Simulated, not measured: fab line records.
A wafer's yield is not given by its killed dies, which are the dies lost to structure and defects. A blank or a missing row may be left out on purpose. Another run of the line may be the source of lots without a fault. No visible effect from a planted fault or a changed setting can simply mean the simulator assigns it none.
Split-lot study / flow rit cmos / 23 wafers read across 5 lots, on a route 202 steps long

== SPLIT DETAILS ==
At RIT_M1_COAT_04 (resist thk 1300 nm), the setting resist thk nm was moved away from the recipe's 1300 nm on 7 of the 23 wafers read, by -3.5% to +3.8%. All remaining wafers had this setting at the recipe value.

== FROM THE SPLIT TO THE READING: what the file shows between them, 2 steps ==
- RIT_M1_SOFTBAKE_05: time 60 s
- RIT_M1_EXPOSE_06: exposes mask M12, target cd 2600 nm

== THE READING ==
NOVOLAK_of_M1_COAT_04.thk nm (the simulator's own value, which no gauge read), in nm, at RIT_M1_HARDBAKE_11 (time 120 s). The file does not state a usual value for it. Across the 16 wafers here that went through the recipe, the average is 1138 nm and the standard deviation 3.7 nm.

wafer=L074.1; tool, chamber at the split=litho track-02, 0; resist thk nm as run, nm=1300; against the recipe=recipe; NOVOLAK_of_M1_COAT_04.thk nm, nm=1138; against lot-mates on the recipe=-
wafer=L074.6; tool, chamber at the split=litho track-02, 0; resist thk nm as run, nm=1300; against the recipe=recipe; NOVOLAK_of_M1_COAT_04.thk nm, nm=1138; against lot-mates on the recipe=-
wafer=L074.2; tool, chamber at the split=litho track-02, 0; resist thk nm as run, nm=1300; against the recipe=recipe; NOVOLAK_of_M1_COAT_04.thk nm, nm=1141; against lot-mates on the recipe=-
wafer=L074.3; tool, chamber at the split=litho track-02, 0; resist thk nm as run, nm=1300; against the recipe=recipe; NOVOLAK_of_M1_COAT_04.thk nm, nm=1140; against lot-mates on the recipe=-
wafer=L074.5; tool, chamber at the split=litho track-02, 0; resist thk nm as run, nm=1300; against the recipe=recipe; NOVOLAK_of_M1_COAT_04.thk nm, nm=1137; against lot-mates on the recipe=-
wafer=L077.1; tool, chamber at the split=litho track-03, 0; resist thk nm as run, nm=1300; against the recipe=recipe; NOVOLAK_of_M1_COAT_04.thk nm, nm=1140; against lot-mates on the recipe=-
wafer=L077.2; tool, chamber at the split=litho track-03, 0; resist thk nm as run, nm=1300; against the recipe=recipe; NOVOLAK_of_M1_COAT_04.thk nm, nm=1141; against lot-mates on the recipe=-
wafer=L077.5; tool, chamber at the split=litho track-03, 0; resist thk nm as run, nm=1300; against the recipe=recipe; NOVOLAK_of_M1_COAT_04.thk nm, nm=1144; against lot-mates on the recipe=-
wafer=L079.1; tool, chamber at the split=litho track-03, 0; resist thk nm as run, nm=1300; against the recipe=recipe; NOVOLAK_of_M1_COAT_04.thk nm, nm=1140; against lot-mates on the recipe=-
wafer=L079.3; tool, chamber at the split=litho track-03, 0; resist thk nm as run, nm=1254; against the recipe=-3.5%; NOVOLAK_of_M1_COAT_04.thk nm, nm=1098; against lot-mates on the recipe=-42
wafer=L079.4; tool, chamber at the split=litho track-03, 0; resist thk nm as run, nm=1254; against the recipe=-3.5%; NOVOLAK_of_M1_COAT_04.thk nm, nm=1098; against lot-mates on the recipe=-42
wafer=L079.5; tool, chamber at the split=litho track-03, 0; resist thk nm as run, nm=1300; against the recipe=recipe; NOVOLAK_of_M1_COAT_04.thk nm, nm=1139; against lot-mates on the recipe=-
wafer=L079.6; tool, chamber at the split=litho track-03, 0; resist thk nm as run, nm=1300; against the recipe=recipe; NOVOLAK_of_M1_COAT_04.thk nm, nm=1141; against lot-mates on the recipe=-
wafer=L084.1; tool, chamber at the split=litho track-01, 0; resist thk nm as run, nm=1350; against the recipe=+3.8%; NOVOLAK_of_M1_COAT_04.thk nm, nm=1170; against lot-mates on the recipe=+39
wafer=L084.2; tool, chamber at the split=litho track-01, 0; resist thk nm as run, nm=1300; against the recipe=recipe; NOVOLAK_of_M1_COAT_04.thk nm, nm=1131; against lot-mates on the recipe=-
wafer=L084.6; tool, chamber at the split=litho track-01, 0; resist thk nm as run, nm=1300; against the recipe=recipe; NOVOLAK_of_M1_COAT_04.thk nm, nm=1131; against lot-mates on the recipe=-
wafer=L084.3; tool, chamber at the split=litho track-01, 0; resist thk nm as run, nm=1350; against the recipe=+3.8%; NOVOLAK_of_M1_COAT_04.thk nm, nm=1176; against lot-mates on the recipe=+45
wafer=L084.4; tool, chamber at the split=litho track-01, 0; resist thk nm as run, nm=1350; against the recipe=+3.8%; NOVOLAK_of_M1_COAT_04.thk nm, nm=1174; against lot-mates on the recipe=+43
wafer=L085.1; tool, chamber at the split=litho track-03, 0; resist thk nm as run, nm=1269; against the recipe=-2.4%; NOVOLAK_of_M1_COAT_04.thk nm, nm=1108; against lot-mates on the recipe=-26
wafer=L085.2; tool, chamber at the split=litho track-03, 0; resist thk nm as run, nm=1269; against the recipe=-2.4%; NOVOLAK_of_M1_COAT_04.thk nm, nm=1107; against lot-mates on the recipe=-27
wafer=L085.3; tool, chamber at the split=litho track-03, 0; resist thk nm as run, nm=1300; against the recipe=recipe; NOVOLAK_of_M1_COAT_04.thk nm, nm=1134; against lot-mates on the recipe=-
wafer=L085.5; tool, chamber at the split=litho track-03, 0; resist thk nm as run, nm=1300; against the recipe=recipe; NOVOLAK_of_M1_COAT_04.thk nm, nm=1135; against lot-mates on the recipe=-
wafer=L085.6; tool, chamber at the split=litho track-03, 0; resist thk nm as run, nm=1300; against the recipe=recipe; NOVOLAK_of_M1_COAT_04.thk nm, nm=1133; against lot-mates on the recipe=-

FIT RESULTS
A straight line over all 23 wafers: NOVOLAK_of_M1_COAT_04.thk nm changes by +10.3 nm for each +1% of resist thk nm; r = +0.98; the points scatter about the line by 4 nm.
The same after taking each lot's own level away (the mean of its wafers on the recipe; 23 wafers): +11.3 nm for each +1%; r = +1.00; scatter 1.6 nm.
According to that fit, moving resist thk nm by its largest amount changes the reading by 43 nm.
Across the lots, their own levels run from 1131.0 to 1141.7 nm, a range of 2.9 times the standard deviation given above.
Consequently the slope shifts little with the lot-to-lot level, the two slopes agreeing.
Check: with one of the wafers moved furthest among these (+3.8%) left out of the fit, the line predicts +44.4 nm for it against its lot-mates. It came out at +39 nm against them.

== FURTHER SPLITS ON THESE WAFERS ==
These wafers also went through other splits before the reading. Each is held against what the fit with the lots' levels taken away leaves over:
other split on the same wafers=RIT_GATE_ETCH_19 over etch frac; wafers away from the commonest value=6; r with NOVOLAK_of_M1_COAT_04.thk nm (lot level and that fit taken away)=+0.11
other split on the same wafers=RIT_NLDD_SOFTBAKE_02 temp c; wafers away from the commonest value=8; r with NOVOLAK_of_M1_COAT_04.thk nm (lot level and that fit taken away)=+0.07
other split on the same wafers=RIT_NLDD_IMPLANT_08 energy kev; wafers away from the commonest value=8; r with NOVOLAK_of_M1_COAT_04.thk nm (lot level and that fit taken away)=+0.15
other split on the same wafers=RIT_PLDD_IMPLANT_08 energy kev; wafers away from the commonest value=8; r with NOVOLAK_of_M1_COAT_04.thk nm (lot level and that fit taken away)=+0.02
other split on the same wafers=RIT_SPACER_CVD_03 time s; wafers away from the commonest value=15; r with NOVOLAK_of_M1_COAT_04.thk nm (lot level and that fit taken away)=+0.05
other split on the same wafers=RIT_NSD_IMPLANT_08 energy kev; wafers away from the commonest value=7; r with NOVOLAK_of_M1_COAT_04.thk nm (lot level and that fit taken away)=+0.05
other split on the same wafers=RIT_PSD_HARDBAKE_07 temp c; wafers away from the commonest value=5; r with NOVOLAK_of_M1_COAT_04.thk nm (lot level and that fit taken away)=+0.04
other split on the same wafers=RIT_CONTACT_CVD_00 time s; wafers away from the commonest value=10; r with NOVOLAK_of_M1_COAT_04.thk nm (lot level and that fit taken away)=+0.07
other split on the same wafers=RIT_CONTACT_ETCH_11 time s; wafers away from the commonest value=6; r with NOVOLAK_of_M1_COAT_04.thk nm (lot level and that fit taken away)=+0.13

== THE WHOLE CHAIN: every reading that the file lists as answering this split, in the file's order ==
step=RIT_M1_COAT_04; what it does=resist thk 1300 nm; reading=NOVOLAK_of_M1_COAT_04.thk nm (the simulator's own value, which no gauge read); change (the file's fit)=+13.2 nm for each +1% of the setting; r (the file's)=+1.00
step=RIT_M1_HARDBAKE_11; what it does=time 120 s; reading=NOVOLAK_of_M1_COAT_04.thk nm (the simulator's own value, which no gauge read); change (the file's fit)=+11.4 nm for each +1% of the setting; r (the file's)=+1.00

== THE FILE'S OWN FIT ==
NOVOLAK_of_M1_COAT_04.thk nm changes by +11.4 nm for each +1% of resist thk nm, r = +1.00.
